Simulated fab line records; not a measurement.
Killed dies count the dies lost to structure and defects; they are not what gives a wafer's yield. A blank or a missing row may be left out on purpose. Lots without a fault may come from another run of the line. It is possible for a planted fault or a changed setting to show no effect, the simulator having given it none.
What tool caused it?	flow rit-cmos	42 wafers from 14 lots sampled at 2 of the route's 202 steps

## WHAT THE GAUGES READ, wafer by wafer
RIT_CONTACT_THK_MEAS_01. Usual: CONTACT_TEOS_THK typically reads 398 nm, with standard deviation 5.5.
lot	measured	on	CONTACT_TEOS_THK (nm)	flag
L941	day 3 03:37	film-metro-04	400 396 400	
L942	day 3 08:06	film-metro-04	388 393 404	
L943	day 3 14:38	film-metro-04	398 403 400	
L944	day 3 18:43	film-metro-04	391 395 406	
L946	day 4 03:46	film-metro-04	394 398 406	
L949	day 4 21:04	film-metro-01	394 392 405	
L951	day 5 04:37	film-metro-04	253 393 403	OFF
L953	day 5 15:08	film-metro-02	391 255 398	OFF
L957	day 6 10:02	film-metro-01	393 396 404	
L958	day 6 16:32	film-metro-04	392 401 408	
L960	day 7 03:00	film-metro-02	390 402 398	
L961	day 7 09:29	film-metro-01	398 409 410	
L963	day 7 17:30	film-metro-04	393 400 398	
L964	day 8 00:17	film-metro-02	399 391 392	

## TOOL THAT RAN EACH LOT (tool first, then ch and the chambers of the sampled wafers, then the start)
lot	RIT_CONTACT_CVD_00
L941	pecvd-01 ch 0,2, day 3 03:34
L942	pecvd-02 ch 0,2, day 3 08:03
L943	pecvd-04 ch 0,1,2, day 3 14:34
L944	pecvd-01 ch 0,2, day 3 18:38
L946	pecvd-04 ch 0,2, day 4 03:43
L949	pecvd-04 ch 0,1,2, day 4 21:01
L951	pecvd-04 ch 0,1,2, day 5 04:34
L953	pecvd-04 ch 0,1, day 5 15:05
L957	pecvd-02 ch 0,1,2, day 6 09:58
L958	pecvd-01 ch 0,1,2, day 6 16:28
L960	pecvd-02 ch 0,2, day 7 02:56
L961	pecvd-01 ch 0,2, day 7 09:26
L963	pecvd-02 ch 0,2, day 7 17:26
L964	pecvd-01 ch 0,1,2, day 8 00:14
- RIT_CONTACT_CVD_00: deposits SiO2 from TEOS, target thk 400 nm, time 61 s.

## AS READ BY THE TOOLS THEMSELVES (means over the sampled wafers that have a number; for cases with no such wafer, the mark the record gives instead)
RIT_CONTACT_CVD_00. Usual: heater-power-w 319 W, standard deviation 61; susceptor-temp-C 389.96 C, standard deviation 0.22.
lot	tool	heater-power-w (W)	susceptor-temp-C (C)	flag
L941	pecvd-01	274	389.90	
L942	pecvd-02	234	389.82	
L943	pecvd-04	354	389.96	
L944	pecvd-01	293	389.76	
L946	pecvd-04	329	390.00	
L949	pecvd-04	350	390.12	
L951	pecvd-04	375	389.88	
L953	pecvd-04	386	389.98	
L957	pecvd-02	303	389.99	
L958	pecvd-01	314	390.05	
L960	pecvd-02	226	390.10	
L961	pecvd-01	293	389.69	
L963	pecvd-02	273	390.07	
L964	pecvd-01	320	389.99	

## THE ANSWER, worked out from the rows above alone
Rule: a lot counts as off when the mean over its wafers that have a number is more than 3 standard deviations away from the usual mean. Also off: a lot with no number at a reading for which 4 or more lots have one. All remaining lots with rows at the step are treated as sound. Order of review: gauges by route order, followed by the tools' own readings, for which a lot's mean as printed above is used. The first step at which some lot is off is used, and at that step the reading that is off furthest; a lot without a number counts as furthest.
Off: L951, L953, seen at RIT_CONTACT_THK_MEAS_01 (CONTACT_TEOS_THK).
A tool fits if, at a process step before that reading, it ran every lot that is off, and no sound lot after the first of them. Gauges at RIT_CONTACT_THK_MEAS_01: tried the same way as those tools. One fits: pecvd-04 at RIT_CONTACT_CVD_00. Its last sound lot is L949 (day 4 21:01), its first lot that is off L951 (day 5 04:34): a fault that began between those two fits.

## WHAT THE SIMULATOR PUT IN
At RIT_CONTACT_CVD_00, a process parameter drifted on pecvd-04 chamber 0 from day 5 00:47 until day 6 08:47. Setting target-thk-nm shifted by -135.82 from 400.
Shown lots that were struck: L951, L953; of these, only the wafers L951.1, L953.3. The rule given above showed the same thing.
